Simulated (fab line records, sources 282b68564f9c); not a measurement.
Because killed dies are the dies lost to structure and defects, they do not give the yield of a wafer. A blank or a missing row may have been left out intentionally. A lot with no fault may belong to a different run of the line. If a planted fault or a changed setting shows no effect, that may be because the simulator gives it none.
The same fault as seen by 2 desks -- flow rit_cmos -- only its own numbers are on each desk; what lay behind them is given at the end

## AT THE METROLOGY DESK
Means of the sampled wafers that have a number, per lot and without regard to the tool the lot ran on: this is what the gauges read. Any lot whose mean is over 4 standard deviations away from the usual mean is out of limits and marked OUT; that distance is given in the brackets.
Columns: A = NRETRO_TW at RIT_NRETRO_TW_MEAS_10, usual 1045
lot,first seen here,A
L361,day 2 08:34,1052
L362,day 2 12:49,1049
L363,day 2 17:20,1052
L364,day 2 22:02,1050
L368,day 3 20:46,1047
L371,day 4 11:20,30 (-99 or more) OUT
L372,day 4 14:55,30 (-99 or more) OUT
L373,day 4 20:10,30 (-99 or more) OUT
L375,day 5 09:02,1045
L379,day 6 01:35,1040
L380,day 6 05:44,1029
L381,day 6 12:22,1043
L382,day 6 17:48,1027
L383,day 6 22:22,1030
L384,day 7 02:46,1042
Finding of this desk: L371, L372, L373 out of limits, first seen on L371 at day 4 11:20 (NRETRO_TW at RIT_NRETRO_TW_MEAS_10). Within limits: L361, L362, L363, L364, L368, L375, L379, L380, L381, L382, L383, L384.

## AT THE TOOL OWNER'S DESK: plasma_asher-04
The tool's own readings at RIT_PWELL_STRIP_09 (strips in O2, time 180 s): means of the sampled wafers that have a number, for each lot that ran on this tool. Any lot whose mean is over 4 standard deviations away from the usual mean is out of limits and marked OUT; that distance is given in the brackets.
Columns: A = chamber_pressure_mTorr at RIT_PWELL_STRIP_09, usual 4000 mTorr; B = drypump_motor_current_A at RIT_PWELL_STRIP_09, usual 5.7 A
lot,first seen here,A,B
L361,day 2 00:28,4000,5.9
L363,day 2 09:51,4001,6.1
L381,day 6 05:19,4004,5.9
L382,day 6 10:04,3998,5.9
This desk found nothing out of limits on any of the 4 lots.

## PUT TOGETHER
On L371, L372, L373, the metrology desk was in a position to raise an alarm at day 4 11:20.
Nothing out of limits was seen by the tool owner's desk.
The tool owner's desk has no number on record for L371, L372, L373.
RIT_PWELL_STRIP_09 was run on plasma_asher-04 by each of the lots named.

## WHAT WAS PUT IN BY THE SIMULATOR
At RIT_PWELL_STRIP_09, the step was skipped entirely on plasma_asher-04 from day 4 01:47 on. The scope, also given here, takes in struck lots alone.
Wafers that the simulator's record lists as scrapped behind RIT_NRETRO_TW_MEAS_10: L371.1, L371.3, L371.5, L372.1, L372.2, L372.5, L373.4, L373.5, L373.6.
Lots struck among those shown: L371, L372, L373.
Delay in hours, fault start to first out-of-limits reading, per desk: metrology desk 10.
